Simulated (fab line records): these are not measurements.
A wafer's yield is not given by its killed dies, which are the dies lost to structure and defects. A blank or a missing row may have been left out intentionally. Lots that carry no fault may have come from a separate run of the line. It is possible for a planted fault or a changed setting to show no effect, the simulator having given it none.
Split-lot experiment :: flow rit_cmos :: 5 lots, 23 wafers read, on a route of 202 steps

ABOUT THE SPLIT
At RIT_ACTIVE_OXIDATION_01 (target thk 46.8 nm, ox time 3360 s), the setting ox_time_s was moved away from the recipe's 3360 s on 15 of the 23 wafers read, by -10.4% to +12.1%. The other wafers ran this setting at the recipe's value.

Between the split and the reading, the file records no step.

THE READING
ACTIVE_OXIDE_THK, in nm, at RIT_ACTIVE_THK_MEAS_02. On this fab line, fault-free wafers typically give 46.8 nm with a standard deviation of 0.66 nm.

wafer: L077.1
tool, chamber at the split: -, -
ox_time_s as run, s: 3765
against the recipe: +12.1%
ACTIVE_OXIDE_THK, nm: 51.1
against lot-mates on the recipe: no lot-mate on the recipe

wafer: L077.2
tool, chamber at the split: -, -
ox_time_s as run, s: 3765
against the recipe: +12.1%
ACTIVE_OXIDE_THK, nm: 50.9
against lot-mates on the recipe: no lot-mate on the recipe

wafer: L077.3
tool, chamber at the split: -, -
ox_time_s as run, s: 3765
against the recipe: +12.1%
ACTIVE_OXIDE_THK, nm: 51.2
against lot-mates on the recipe: no lot-mate on the recipe

wafer: L077.5
tool, chamber at the split: -, -
ox_time_s as run, s: 3765
against the recipe: +12.1%
ACTIVE_OXIDE_THK, nm: 50.9
against lot-mates on the recipe: no lot-mate on the recipe

wafer: L077.6
tool, chamber at the split: -, -
ox_time_s as run, s: 3765
against the recipe: +12.1%
ACTIVE_OXIDE_THK, nm: 51.1
against lot-mates on the recipe: no lot-mate on the recipe

wafer: L079.1
tool, chamber at the split: -, -
ox_time_s as run, s: 3010
against the recipe: -10.4%
ACTIVE_OXIDE_THK, nm: 44.5
against lot-mates on the recipe: no lot-mate on the recipe

wafer: L079.2
tool, chamber at the split: -, -
ox_time_s as run, s: 3010
against the recipe: -10.4%
ACTIVE_OXIDE_THK, nm: 43.7
against lot-mates on the recipe: no lot-mate on the recipe

wafer: L079.4
tool, chamber at the split: -, -
ox_time_s as run, s: 3010
against the recipe: -10.4%
ACTIVE_OXIDE_THK, nm: 42.8
against lot-mates on the recipe: no lot-mate on the recipe

wafer: L079.5
tool, chamber at the split: -, -
ox_time_s as run, s: 3010
against the recipe: -10.4%
ACTIVE_OXIDE_THK, nm: 42.8
against lot-mates on the recipe: no lot-mate on the recipe

wafer: L079.6
tool, chamber at the split: -, -
ox_time_s as run, s: 3010
against the recipe: -10.4%
ACTIVE_OXIDE_THK, nm: 43.8
against lot-mates on the recipe: no lot-mate on the recipe

wafer: L082.1
tool, chamber at the split: -, -
ox_time_s as run, s: 3124
against the recipe: -7.0%
ACTIVE_OXIDE_THK, nm: 45.6
against lot-mates on the recipe: no lot-mate on the recipe

wafer: L082.2
tool, chamber at the split: -, -
ox_time_s as run, s: 3124
against the recipe: -7.0%
ACTIVE_OXIDE_THK, nm: 45.8
against lot-mates on the recipe: no lot-mate on the recipe

wafer: L082.3
tool, chamber at the split: -, -
ox_time_s as run, s: 3124
against the recipe: -7.0%
ACTIVE_OXIDE_THK, nm: 46.0
against lot-mates on the recipe: no lot-mate on the recipe

wafer: L082.4
tool, chamber at the split: -, -
ox_time_s as run, s: 3124
against the recipe: -7.0%
ACTIVE_OXIDE_THK, nm: 45.2
against lot-mates on the recipe: no lot-mate on the recipe

wafer: L082.5
tool, chamber at the split: -, -
ox_time_s as run, s: 3124
against the recipe: -7.0%
ACTIVE_OXIDE_THK, nm: 46.2
against lot-mates on the recipe: no lot-mate on the recipe

wafer: L083.1
tool, chamber at the split: furnace-01, 0
ox_time_s as run, s: 3360
against the recipe: recipe
ACTIVE_OXIDE_THK, nm: 46.0
against lot-mates on the recipe: -

wafer: L083.5
tool, chamber at the split: furnace-01, 0
ox_time_s as run, s: 3360
against the recipe: recipe
ACTIVE_OXIDE_THK, nm: 46.9
against lot-mates on the recipe: -

wafer: L083.6
tool, chamber at the split: furnace-01, 0
ox_time_s as run, s: 3360
against the recipe: recipe
ACTIVE_OXIDE_THK, nm: 46.5
against lot-mates on the recipe: -

wafer: L085.2
tool, chamber at the split: -, -
ox_time_s as run, s: 3360
against the recipe: recipe
ACTIVE_OXIDE_THK, nm: 46.3
against lot-mates on the recipe: -

wafer: L085.3
tool, chamber at the split: -, -
ox_time_s as run, s: 3360
against the recipe: recipe
ACTIVE_OXIDE_THK, nm: 46.9
against lot-mates on the recipe: -

wafer: L085.4
tool, chamber at the split: -, -
ox_time_s as run, s: 3360
against the recipe: recipe
ACTIVE_OXIDE_THK, nm: 47.2
against lot-mates on the recipe: -

wafer: L085.5
tool, chamber at the split: -, -
ox_time_s as run, s: 3360
against the recipe: recipe
ACTIVE_OXIDE_THK, nm: 46.0
against lot-mates on the recipe: -

wafer: L085.6
tool, chamber at the split: -, -
ox_time_s as run, s: 3360
against the recipe: recipe
ACTIVE_OXIDE_THK, nm: 46.7
against lot-mates on the recipe: -

FIT RESULTS
A straight line over all 23 wafers: ACTIVE_OXIDE_THK changes by +0.31 nm for each +1% of ox_time_s; r = +0.96; the points scatter about the line by 0.72 nm.
Too few moved wafers with a lot-mate on the recipe to fit a line net of each lot's own level.

THE WHOLE CHAIN: every reading that the file lists as answering this split, in the file's order
step: RIT_ACTIVE_OXIDATION_01
what it does: target thk 46.8 nm, ox time 3360 s
reading: SiO2_of_ACTIVE_OXIDATION_01.thk_nm (the simulator's own value, which no gauge read)
change (the file's fit): +0.31 nm for each +1% of the setting
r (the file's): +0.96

step: RIT_ACTIVE_THK_MEAS_02
what it does: 
reading: ACTIVE_OXIDE_THK
change (the file's fit): +0.311 for each +1% of the setting
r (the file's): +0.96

FILE'S OWN FIT
ACTIVE_OXIDE_THK changes by +0.311 nm for each +1% of ox_time_s, r = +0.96.
